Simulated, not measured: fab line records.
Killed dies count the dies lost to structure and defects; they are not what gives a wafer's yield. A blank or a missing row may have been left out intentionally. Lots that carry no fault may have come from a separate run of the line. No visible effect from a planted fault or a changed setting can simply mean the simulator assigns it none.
fab line records | flow rit_cmos | part 1 of 2: steps 1 to 31 of 33
record: lots: 5 wafers: 23
route steps=202 shown GATE@91 NLDD@104 PLDD@115 NSD@132 SDANNEAL@155 CONTACT@168 M1@188
start_h: hours from the record's opening day to when the first of the lot's shown wafers began | wait_h: hours from the lot's prior step to this one | " repeats the value in the row above | L1.1+2: several wafers, shown together as one row | - value missing, or start not given | * or withheld: withheld | < > ~ a bound
route shown NAME@n: names a module that has steps shown in the file, with the first one's number in the route | usual: the fault-free wafers' mean and standard deviation | same: alike in all rows | chamber/n: place in a boat | sites: each site's reading | _std_site: standard deviation of those values | _edge_site: mean of outer sites minus mean of inner sites | radius_mm: for every site, how far away it sits from the centre of the wafer | mask NAME#n: copy n | behind: the most recent tool/chamber to have shaped the wafer | hold: cause of the lot's hold/its duration in hours/its outcome | device: names the non-switching transistor (n, p or np) | end of line: the tests these same wafers got at the end of their route | step lacking rows: just its recipe | killed: the dies lost at the first sort to structure and to defects; this is not the yield of the wafer | map: dies across one wafer; x = killed, . = not, _ = none there
set.NAME: the run value of the setting; set.NAME@STEP: its run value at that earlier step | model.NAME: the simulator's own value behind a step, which no gauge read
lots whose settings were changed on purpose; a table a step, a row a wafer
== steps ==
step: RIT_GATE_DEVELOP_15
recipe: resist: NOVOLAK develop_time_s: 50 dev_temp_c: 23
columns lot.wafer tool chamber start_h wait_h set.develop_time_s
L076.1+5+6 litho_track-03 0 - - 50
L076.2+4 " 0 " " 55.79
L078.1+3+6 litho_track-03 0 - - 46.15
L078.4+5 " 0 " " 50
L080.1+5 litho_track-03 0 - - 50
L080.2+4+6 " 0 " " 42.51
L081.1+4+6 litho_track-03 0 - - 52.85
L081.3+5 " 0 " " 50
L083.1+2+6 litho_track-04 0 - - 50
step: RIT_GATE_HARDBAKE_18
recipe: resist: NOVOLAK temp_c: 140 time_s: 60
step: RIT_GATE_ETCH_19
recipe: chemistry: SF6/CHF3/O2 time_s: 165 SF6_flow_sccm: 30 CHF3_flow_sccm: 30 O2_flow_sccm: 5 target: poly-Si pressure_mtorr: 40 rf_w: 160 target_depth_a: 3125 over_etch_frac: 0.25 stop_on: SiO2
columns lot.wafer tool chamber start_h wait_h set.pressure_mtorr@GATE_CVD_08 set.develop_time_s@GATE_DEVELOP_15 model.GATE.cd_nm model.etch.depth_nm
L076.1 rie_si-02 2 51.40 0.1 300 50 150.1 249.2
L076.2 " 1 " " 300 55.79 - 249.6
L076.4 " 3 " " 300 55.79 - 249.7
L076.5 " 3 " " 300 50 152.1 250.5
L076.6 " 0 " " 300 50 148.1 251.2
L078.1 rie_si-02 2 60.27 0.1 312.9 46.15 166.4 258.5
L078.3 " 3 " " 312.9 46.15 167.5 258.4
L078.4 " 0 " " 312.9 50 149.5 260.1
L078.5 " 0 " " 312.9 50 149.5 259.9
L078.6 " 1 " " 312.9 46.15 164 258.4
L080.1 rie_si-02 1 68.23 0.1 272.1 50 148.1 236
L080.2 " 0 " " 272.1 42.51 - 234.6
L080.4 " 2 " " 272.1 42.51 - 237.1
L080.5 " 1 " " 272.1 50 147.5 236.4
L080.6 " 0 " " 272.1 42.51 - 235.3
L081.1 rie_si-01 3 73.36 0.1 317.6 52.85 143.6 256.6
L081.3 " 2 " " 317.6 50 154.8 258.2
L081.4 " 0 " " 317.6 52.85 144.1 258.2
L081.5 " 1 " " 317.6 50 153.7 255.6
L081.6 " 0 " " 317.6 52.85 144.8 258.1
L083.1 rie_si-01 1 83.05 0.1 300 50 149.5 250.4
L083.2 " 0 " " 300 50 149.5 250.3
L083.6 " 3 " " 300 50 149.8 248.5
step: RIT_NLDD_COAT_01
recipe: resist: NOVOLAK spin_rpm: 3250 resist_thk_nm: 1000
columns lot.wafer tool chamber start_h wait_h set.resist_thk_nm model.NOVOLAK_of_NLDD_COAT_01.thk_nm
L076.1 litho_track-04 0 54.96 0.1 963 965.4
L076.2 " 0 " " 1000 998.5
L076.4 " 0 " " 963 962.3
L076.5 " 0 " " 1000 997.8
L076.6 " 0 " " 963 964.1
L078.1+3 litho_track-02 0 64.83 0.1 1000 1002
L078.4+6 " 0 " " 1000 1003
L078.5 " 0 " " 1000 1005
L080.1 litho_track-04 0 72.91 0.1 1057 1058
L080.2 " 0 " " 1057 1061
L080.4 " 0 " " 1057 1056
L080.5+6 " 0 " " 1000 1003
L081.1 litho_track-04 0 76.89 0.1 1055 1059
L081.3 " 0 " " 1000 1003
L081.4+5 " 0 " " 1000 1005
L081.6 " 0 " " 1055 1060
L083.1 litho_track-01 0 88.04 0.1 1000 992.4
L083.2 " 0 " " 1000 998.8
L083.6 " 0 " " 1000 994.7
step: RIT_NLDD_SOFTBAKE_02
recipe: resist: NOVOLAK temp_c: 90 time_s: 60
columns lot.wafer tool chamber start_h wait_h set.time_s
L076.1+2+5 litho_track-04 0 55.11 0.1 52.07
L076.4+6 " 0 " " 60
L078.1+3+4+5+6 litho_track-02 0 64.98 0.1 60
L080.1+4+5 litho_track-04 0 73.06 0.1 60
L080.2+6 " 0 " " 68.53
L081.1+3+4 litho_track-04 0 77.04 0.1 60
L081.5+6 " 0 " " 66.34
L083.1+2+6 litho_track-01 0 88.19 0.1 60
step: RIT_NLDD_EXPOSE_03
recipe: mask_id: M7 na: 0.57 target_cd_nm: 40700 dose_mj: 250
step: RIT_NLDD_PEB_04
recipe: resist: NOVOLAK temp_c: withheld time_s: withheld
step: RIT_NLDD_DEVELOP_05
recipe: resist: NOVOLAK develop_time_s: 50 dev_temp_c: 23
columns lot.wafer tool chamber start_h wait_h set.resist_thk_nm@NLDD_COAT_01 model.NOVOLAK_of_NLDD_COAT_01.thk_nm
L076.1 litho_track-04 0 - - 963 967.6
L076.2 " 0 " " 1000 1001
L076.4 " 0 " " 963 961.9
L076.5 " 0 " " 1000 1000
L076.6 " 0 " " 963 963.8
L078.1+4 litho_track-01 0 - - 1000 1002
L078.3 " 0 " " 1000 1001
L078.5 " 0 " " 1000 1005
L078.6 " 0 " " 1000 1003
L080.1 litho_track-02 0 - - 1057 1057
L080.2 " 0 " " 1057 1058
L080.4 " 0 " " 1057 1056
L080.5 " 0 " " 1000 1003
L080.6 " 0 " " 1000 1000
L081.1+6 litho_track-04 0 - - 1055 1058
L081.3+5 " 0 " " 1000 1003
L081.4 " 0 " " 1000 1005
L083.1 litho_track-04 0 - - 1000 992.1
L083.2 " 0 " " 1000 998.5
L083.6 " 0 " " 1000 994.4
step: RIT_NLDD_HARDBAKE_07
recipe: resist: NOVOLAK temp_c: 140 time_s: 60
columns lot.wafer tool chamber start_h wait_h set.resist_thk_nm@NLDD_COAT_01 model.NOVOLAK_of_NLDD_COAT_01.thk_nm
L076.1 litho_track-01 0 55.70 0.0 963 853.5
L076.2 " 0 " " 1000 882.4
L076.4 " 0 " " 963 850.7
L076.5 " 0 " " 1000 881.8
L076.6 " 0 " " 963 852.4
L078.1 litho_track-01 0 65.69 0.0 1000 885.6
L078.3 " 0 " " 1000 885.2
L078.4 " 0 " " 1000 886.1
L078.5 " 0 " " 1000 888.2
L078.6 " 0 " " 1000 886.6
L080.1 litho_track-01 0 73.65 0.0 1057 934.2
L080.2 " 0 " " 1057 936.8
L080.4 " 0 " " 1057 932.6
L080.5 " 0 " " 1000 886.6
L080.6 " 0 " " 1000 886.5
L081.1 litho_track-04 0 77.75 0.0 1055 935
L081.3 " 0 " " 1000 886.3
L081.4 " 0 " " 1000 888.1
L081.5 " 0 " " 1000 888.3
L081.6 " 0 " " 1055 936.3
L083.1 litho_track-04 0 88.78 0.0 1000 877.2
L083.2 " 0 " " 1000 882.8
L083.6 " 0 " " 1000 879.2
step: RIT_PLDD_COAT_01
recipe: resist: NOVOLAK spin_rpm: 3250 resist_thk_nm: 1000
columns lot.wafer tool chamber start_h wait_h set.resist_thk_nm model.NOVOLAK_of_PLDD_COAT_01.thk_nm
L076.1 litho_track-03 0 56.38 0.1 1000 996.7
L076.2 " 0 " " 1000 1000
L076.4 " 0 " " 1025 1022
L076.5 " 0 " " 1025 1021
L076.6 " 0 " " 1000 995.1
L078.1 litho_track-02 0 66.38 0.1 943.6 943.2
L078.3 " 0 " " 1000 1002
L078.4 " 0 " " 943.6 945.8
L078.5 " 0 " " 943.6 943.1
L078.6 " 0 " " 1000 1003
L080.1+2 litho_track-02 0 74.33 0.1 1025 1028
L080.4 " 0 " " 1000 1004
L080.5 " 0 " " 1025 1026
L080.6 " 0 " " 1000 1001
L081.1 litho_track-03 0 78.44 0.1 1000 1002
L081.3 " 0 " " 945.4 948
L081.4 " 0 " " 1000 1003
L081.5 " 0 " " 945.4 945.6
L081.6 " 0 " " 945.4 948.8
L083.1 litho_track-03 0 89.46 0.1 1000 1004
L083.2 " 0 " " 1000 1003
L083.6 " 0 " " 1000 1002
step: RIT_PLDD_SOFTBAKE_02
recipe: resist: NOVOLAK temp_c: 90 time_s: 60
step: RIT_PLDD_EXPOSE_03
recipe: mask_id: M8 na: 0.57 target_cd_nm: 40900 dose_mj: 250
step: RIT_PLDD_DEVELOP_05
recipe: resist: NOVOLAK develop_time_s: 50 dev_temp_c: 23
step: RIT_PLDD_HARDBAKE_07
recipe: resist: NOVOLAK temp_c: 140 time_s: 60
columns lot.wafer tool chamber start_h wait_h set.resist_thk_nm@PLDD_COAT_01 model.NOVOLAK_of_PLDD_COAT_01.thk_nm
L076.1 litho_track-02 0 57.36 0.1 1000 880.9
L076.2 " 0 " " 1000 884.1
L076.4 " 0 " " 1025 902.8
L076.5 " 0 " " 1025 901.9
L076.6 " 0 " " 1000 879.5
L078.1+5 litho_track-01 0 67.11 0.0 943.6 834
L078.3 " 0 " " 1000 885.6
L078.4 " 0 " " 943.6 836.4
L078.6 " 0 " " 1000 886.2
L080.1 litho_track-01 0 75.25 0.0 1025 908.7
L080.2 " 0 " " 1025 907.9
L080.4 " 0 " " 1000 887
L080.5 " 0 " " 1025 906.1
L080.6 " 0 " " 1000 884.2
L081.1 litho_track-02 0 79.17 0.0 1000 885.7
L081.3 " 0 " " 945.4 838.2
L081.4 " 0 " " 1000 886.4
L081.5 " 0 " " 945.4 836.2
L081.6 " 0 " " 945.4 838.9
L083.1 litho_track-01 0 90.20 0.0 1000 887.3
L083.2 " 0 " " 1000 886.6
L083.6 " 0 " " 1000 885.7
step: RIT_PLDD_IMPLANT_08
recipe: species: BF2 energy_kev: 20 dose_cm2: 9e+14 tilt_deg: 7
columns lot.wafer tool chamber start_h wait_h set.dose_cm2
L076.1+2+4 implanter-02 0 57.51 0.1 9e+14
L076.5+6 " 0 " " 8.807e+14
L078.1+3 implanter-03 0 67.26 0.1 9.671e+14
L078.4+5+6 " 0 " " 9e+14
L080.1+2+6 implanter-03 0 75.40 0.1 9.242e+14
L080.4+5 " 0 " " 9e+14
L081.1+3+4+5+6 implanter-03 0 79.32 0.1 9e+14
L083.1+2+6 implanter-03 0 90.35 0.1 9e+14
step: RIT_NSD_COAT_01
recipe: resist: NOVOLAK spin_rpm: 3250 resist_thk_nm: 1000
columns lot.wafer tool chamber start_h wait_h set.spin_rpm model.NOVOLAK_of_NSD_COAT_01.thk_nm
L076.1 litho_track-04 0 61.09 0.1 3359 988.6
L076.2 " 0 " " 3250 1005
L076.4 " 0 " " 3250 1002
L076.5 " 0 " " 3359 986.8
L076.6 " 0 " " 3250 1003
L078.1 litho_track-04 0 70.33 0.1 3458 975.6
L078.3 " 0 " " 3250 1004
L078.4 " 0 " " 3458 972.7
L078.5 " 0 " " 3250 1003
L078.6 " 0 " " 3458 974.8
L080.1 litho_track-04 0 78.46 0.1 3250 1001
L080.2+4+6 " 0 " " 3250 1002
L080.5 " 0 " " 3250 1000
L081.1 litho_track-01 0 82.82 0.1 3250 996.7
L081.3 " 0 " " 3250 997.6
L081.4 " 0 " " 3250 996.1
L081.5 " 0 " " 3250 999.5
L081.6 " 0 " " 3250 998.5
L083.1+2+6 litho_track-04 0 93.40 0.1 3250 1003
step: RIT_NSD_SOFTBAKE_02
recipe: resist: NOVOLAK temp_c: 90 time_s: 60
step: RIT_NSD_EXPOSE_03
recipe: mask_id: M9 na: 0.57 target_cd_nm: 40700 dose_mj: 250
step: RIT_NSD_DEVELOP_05
recipe: resist: NOVOLAK develop_time_s: 50 dev_temp_c: 23
step: RIT_NSD_HARDBAKE_07
recipe: resist: NOVOLAK temp_c: 140 time_s: 60
columns lot.wafer tool chamber start_h wait_h set.spin_rpm@NSD_COAT_01 model.NOVOLAK_of_NSD_COAT_01.thk_nm
L076.1 litho_track-01 0 62.08 0.2 3359 873.8
L076.2 " 0 " " 3250 888.2
L076.4 " 0 " " 3250 885.2
L076.5 " 0 " " 3359 872.3
L076.6 " 0 " " 3250 886.3
L078.1 litho_track-03 0 71.06 0.0 3458 862.5
L078.3 " 0 " " 3250 887.4
L078.4 " 0 " " 3458 859.9
L078.5 " 0 " " 3250 886.2
L078.6 " 0 " " 3458 861.8
L080.1+5 litho_track-04 0 79.32 0.0 3250 884.2
L080.2 " 0 " " 3250 885.7
L080.4 " 0 " " 3250 885.1
L080.6 " 0 " " 3250 885.9
L081.1 litho_track-04 0 83.55 0.0 3250 880.9
L081.3 " 0 " " 3250 881.7
L081.4 " 0 " " 3250 880.4
L081.5 " 0 " " 3250 883.4
L081.6 " 0 " " 3250 882.5
L083.1 litho_track-01 0 94.26 0.0 3250 886.5
L083.2+6 " 0 " " 3250 886.7
step: RIT_NSD_IMPLANT_08
recipe: species: P energy_kev: 25 dose_cm2: 1e+15 tilt_deg: 7
columns lot.wafer tool chamber start_h wait_h set.dose_cm2
L076.1+2 implanter-03 0 62.23 0.1 1e+15
L076.4+5+6 " 0 " " 9.776e+14
L078.1+3+5 implanter-04 0 71.21 0.1 1.074e+15
L078.4+6 " 0 " " 1e+15
L080.1+5 implanter-04 0 79.47 0.1 1e+15
L080.2+4+6 " 0 " " 1.036e+15
L081.1+3 implanter-03 0 83.70 0.1 1.063e+15
L081.4+5+6 " 0 " " 1e+15
L083.1+2+6 implanter-04 0 94.41 0.1 1e+15
step: RIT_SDANNEAL_CLEAN_02
recipe: chemistry: SC2 mix: 3:3:50 time_s: 600 temp_c: 75 dry: n2_spin
columns lot.wafer tool chamber start_h wait_h set.time_s
L076.1+2+4+5+6 - - - 0.0 627.5
L078.1+3+4+5+6 - - - 0.0 600
L080.1+2+4+5+6 - - - 0.0 667.9
L081.1+3+4+5+6 - - - 0.0 555.3
L083.1+2+6 wet_bench-04 0 96.75 0.0 600
step: RIT_SDANNEAL_RTA_03
recipe: temp_c: 1050 time_s: 5 idle_temp_c: 600 ramp_up_c_per_s: 342 ramp_down_c_per_s: 171 cool_to_c: 600 ambient: N2
step: RIT_SDANNEAL_RS_MEAS_05
recipe: thk_meas_gauge: four-point-probe
usual: NSD_RS: 84.54/0.25
columns lot.wafer tool chamber start_h wait_h set.dose_cm2@NSD_IMPLANT_08 NSD_RS[ohm/sq]
L076.1 film_metro-02 - 64.73 0.1 1e+15 84.52
L076.2 " - " " 1e+15 84.70
L076.4 " - " " 9.776e+14 86.07
L076.5 " - " " 9.776e+14 86.25
L076.6 " - " " 9.776e+14 86.28
L078.1 film_metro-02 - 73.56 0.1 1.074e+15 80.16
L078.3 " - " " 1.074e+15 80.09
L078.4 " - " " 1e+15 84.56
L078.5 " - " " 1.074e+15 79.88
L078.6 " - " " 1e+15 84.43
L080.1 film_metro-01 - 81.82 0.1 1e+15 84.92
L080.2 " - " " 1.036e+15 82.23
L080.4 " - " " 1.036e+15 82.24
L080.5 " - " " 1e+15 84.90
L080.6 " - " " 1.036e+15 82.25
L083.1 film_metro-01 - 97.12 0.1 1e+15 84.52
L083.2 " - " " 1e+15 84.33
L083.6 " - " " 1e+15 84.39
L081.1 film_metro-02 - 103.88 17.9 1.063e+15 81.14
L081.3 " - " " 1.063e+15 80.75
L081.4 " - " " 1e+15 84.89
L081.5 " - " " 1e+15 84.86
L081.6 " - " " 1e+15 84.57
step: RIT_SDANNEAL_RS_MEAS_06
recipe: thk_meas_gauge: four-point-probe
usual: PLDD_RS: 178.5/0.54
columns lot.wafer tool chamber start_h wait_h set.dose_cm2@PLDD_IMPLANT_08 PLDD_RS[ohm/sq]
L076.1 film_metro-02 - 64.85 0.1 9e+14 179.0
L076.2 " - " " 9e+14 178.9
L076.4 " - " " 9e+14 179.1
L076.5 " - " " 8.807e+14 180.3
L076.6 " - " " 8.807e+14 181.0
L078.1 film_metro-02 - 73.68 0.1 9.671e+14 171.8
L078.3 " - " " 9.671e+14 172.1
L078.4 " - " " 9e+14 177.8
L078.5 " - " " 9e+14 177.9
L078.6 " - " " 9e+14 178.6
L080.1 film_metro-01 - 81.94 0.1 9.242e+14 176.7
L080.2 " - " " 9.242e+14 177.4
L080.4 " - " " 9e+14 179.4
L080.5 " - " " 9e+14 179.4
L080.6 " - " " 9.242e+14 176.7
L083.1 film_metro-01 - 97.24 0.1 9e+14 178.4
L083.2 " - " " 9e+14 178.8
L083.6 " - " " 9e+14 178.8
L081.1 film_metro-02 - 104.00 0.1 9e+14 178.7
L081.3 " - " " 9e+14 178.8
L081.4 " - " " 9e+14 178.9
L081.5 " - " " 9e+14 178.7
L081.6 " - " " 9e+14 178.9
step: RIT_CONTACT_CVD_00
recipe: material: SiO2 target_thk_nm: 400 precursor: TEOS temp_c: 390 time_s: 61 rf_w: 400
columns lot.wafer tool chamber start_h wait_h set.time_s model.SiO2_of_CONTACT_CVD_00.thk_nm
L076.1 pecvd-01 2 65.62 0.1 61 391.7
L076.2 " 0 " " 61 390.4
L076.4 " 2 " " 61 398.7
L076.5 " 0 " " 61 393
L076.6 " 2 " " 61 401.1
L078.1 pecvd-03 2 74.44 0.1 61 395.8
L078.3 " 1 " " 61 403.1
L078.4 " 2 " " 61 404.8
L078.5 " 1 " " 61 406.7
L078.6 " 0 " " 61 406.8
L080.1 pecvd-04 1 82.71 0.1 58.71 381.3
L080.2 " 0 " " 58.71 383.6
L080.4 " 1 " " 61 405.1
L080.5 " 0 " " 58.71 394.6
L080.6 " 2 " " 61 408.3
L083.1 pecvd-01 1 98.00 0.1 61 398.5
L083.2 " 2 " " 61 398.7
L083.6 " 2 " " 61 407.1
L081.1 pecvd-04 1 104.76 0.1 61 391.2
L081.3 " 0 " " 55.82 357.1
L081.4 " 2 " " 61 399.7
L081.5 " 1 " " 55.82 360.8
L081.6 " 0 " " 61 397
step: RIT_CONTACT_THK_MEAS_01
recipe: reads: SiO2_of_CONTACT_CVD_00
usual: CONTACT_TEOS_THK: 400/6.2
columns lot.wafer tool chamber start_h wait_h set.time_s@CONTACT_CVD_00 CONTACT_TEOS_THK[nm]
L076.1 film_metro-04 - 65.69 0.1 61 392
L076.2 " - " " 61 391
L076.4 " - " " 61 399
L076.5 " - " " 61 393
L076.6 " - " " 61 401
L078.1 film_metro-01 - 74.49 0.0 61 396
L078.3 " - " " 61 403
L078.4 " - " " 61 405
L078.5 " - " " 61 407
L078.6 " - " " 61 407
L080.1 film_metro-01 - 82.76 0.0 58.71 381
L080.2 " - " " 58.71 383
L080.4 " - " " 61 405
L080.5 " - " " 58.71 395
L080.6 " - " " 61 408
L083.1 film_metro-04 - 98.05 0.0 61 399
L083.2 " - " " 61 399
L083.6 " - " " 61 407
L081.1 film_metro-02 - 104.81 0.0 61 391
L081.3 " - " " 55.82 357
L081.4 " - " " 61 399
L081.5 " - " " 55.82 361
L081.6 " - " " 61 397
step: RIT_CONTACT_HMDS_02
recipe: prime_time_s: 60 prime_temp_c: 140
step: RIT_CONTACT_COAT_03
recipe: resist: NOVOLAK spin_rpm: 3250 resist_thk_nm: 1000
step: RIT_CONTACT_HARDBAKE_10
recipe: resist: NOVOLAK temp_c: 140 time_s: 60
step: RIT_CONTACT_ETCH_11
recipe: target_depth_a: 4800 over_etch_frac: 0.2 stop_on: TiSi2 chemistry: CHF3/CF4/Ar target: SiO2 CHF3_flow_sccm: 50 cf4_flow_sccm: 10 Ar_flow_sccm: 100 O2_flow_sccm: 5 pressure_mtorr: 100 rf_w: 200 time_s: 320
columns lot.wafer tool chamber start_h wait_h set.time_s@CONTACT_CVD_00 model.etch.depth_nm model.CONTACT.feature_depth_nm
L076.1 rie_diel-01 1 67.36 0.1 61 391.7 391.7
L076.2 " 3 " " 61 390.4 390.4
L076.4 " 0 " " 61 398.7 398.7
L076.5 " 0 " " 61 393 393
L076.6 " 1 " " 61 401.1 401.1
L078.1 rie_diel-01 0 75.95 0.1 61 395.8 395.8
L078.3 " 2 " " 61 403.1 403.1
L078.4 " 3 " " 61 404.8 404.8
L078.5 " 3 " " 61 406.7 406.7
L078.6 " 0 " " 61 406.8 406.8
L080.1 rie_diel-03 1 84.22 0.1 58.71 381.3 381.3
L080.2 " 2 " " 58.71 383.6 383.6
L080.4 " 0 " " 61 405.1 405.1
L080.5 " 3 " " 58.71 394.6 394.6
L080.6 " 2 " " 61 408.3 408.3
L083.1 rie_diel-02 2 99.38 0.1 61 398.5 398.5
L083.2 " 0 " " 61 398.7 398.7
L083.6 " 2 " " 61 407.1 407.1
L081.1 rie_diel-03 3 106.14 0.1 61 391.2 391.2
L081.3 " 2 " " 55.82 357.1 357.1
L081.4 " 1 " " 61 399.7 399.7
L081.5 " 1 " " 55.82 360.8 360.8
L081.6 " 2 " " 61 397 397
== key ==
split: step: RIT_GATE_DEVELOP_15 setting: develop_time_s stated: 50 by: wafer
response: step: RIT_GATE_ETCH_19 reading: model.GATE.cd_nm change: -2 per: 1% r: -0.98
response: step: RIT_M1_PROBE_99 reading: model.etest.nmos_0p3.r_on_ohm_um change: -13.6 per: 1% r: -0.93
response: step: RIT_M1_PROBE_99 reading: model.etest.pmos_0p3.r_on_ohm_um change: -47.8 per: 1% r: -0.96
response: step: RIT_M1_PROBE_99 reading: model.etest.nmos_narrow.drive_ua_um change: +1.39 per: 1% r: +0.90
response: step: RIT_M1_PROBE_99 reading: model.etest.nmos_0p15.r_on_ohm_um change: -14.3 per: 1% r: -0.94
split: step: RIT_NLDD_COAT_01 setting: resist_thk_nm stated: 1000 by: wafer
response: step: RIT_NLDD_COAT_01 reading: model.NOVOLAK_of_NLDD_COAT_01.thk_nm change: +9.7 per: 1% r: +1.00
response: step: RIT_NLDD_DEVELOP_05 reading: model.NOVOLAK_of_NLDD_COAT_01.thk_nm change: +9.78 per: 1% r: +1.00
response: step: RIT_NLDD_HARDBAKE_07 reading: model.NOVOLAK_of_NLDD_COAT_01.thk_nm change: +8.49 per: 1% r: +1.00
split: step: RIT_NLDD_SOFTBAKE_02 setting: time_s stated: 60 by: wafer
response none clear
split: step: RIT_PLDD_COAT_01 setting: resist_thk_nm stated: 1000 by: wafer
response: step: RIT_PLDD_COAT_01 reading: model.NOVOLAK_of_PLDD_COAT_01.thk_nm change: +10.1 per: 1% r: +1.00
response: step: RIT_PLDD_HARDBAKE_07 reading: model.NOVOLAK_of_PLDD_COAT_01.thk_nm change: +8.89 per: 1% r: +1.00
split: step: RIT_PLDD_IMPLANT_08 setting: dose_cm2 stated: 9e+14 by: wafer
response: step: RIT_SDANNEAL_RS_MEAS_06 reading: PLDD_RS change: -0.832 per: 1% r: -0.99
split: step: RIT_NSD_COAT_01 setting: spin_rpm stated: 3250 by: wafer
response: step: RIT_NSD_COAT_01 reading: model.NOVOLAK_of_NSD_COAT_01.thk_nm change: -4.56 per: 1% r: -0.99
response: step: RIT_NSD_HARDBAKE_07 reading: model.NOVOLAK_of_NSD_COAT_01.thk_nm change: -3.99 per: 1% r: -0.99
split: step: RIT_NSD_IMPLANT_08 setting: dose_cm2 stated: 1e+15 by: wafer
response: step: RIT_SDANNEAL_RS_MEAS_05 reading: NSD_RS change: -0.625 per: 1% r: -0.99
split: step: RIT_SDANNEAL_CLEAN_02 setting: time_s stated: 600 by: lot
response none clear
split: step: RIT_CONTACT_CVD_00 setting: time_s stated: 61 by: wafer
response: step: RIT_CONTACT_CVD_00 reading: model.SiO2_of_CONTACT_CVD_00.thk_nm change: +4.53 per: 1% r: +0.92
response: step: RIT_CONTACT_THK_MEAS_01 reading: CONTACT_TEOS_THK change: +4.54 per: 1% r: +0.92
response: step: RIT_CONTACT_ETCH_11 reading: model.etch.depth_nm change: +4.53 per: 1% r: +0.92
response: step: RIT_CONTACT_ETCH_11 reading: model.CONTACT.feature_depth_nm change: +4.53 per: 1% r: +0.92
split: step: RIT_M1_COAT_04 setting: resist_thk_nm stated: 1300 by: wafer
response: step: RIT_M1_COAT_04 reading: model.NOVOLAK_of_M1_COAT_04.thk_nm change: +13.3 per: 1% r: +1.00
split outside_this_file step=RIT_GATE_CVD_08 setting=pressure_mtorr
split outside_this_file: this setting was split too, and the file shows its column; the key of that split is in another file
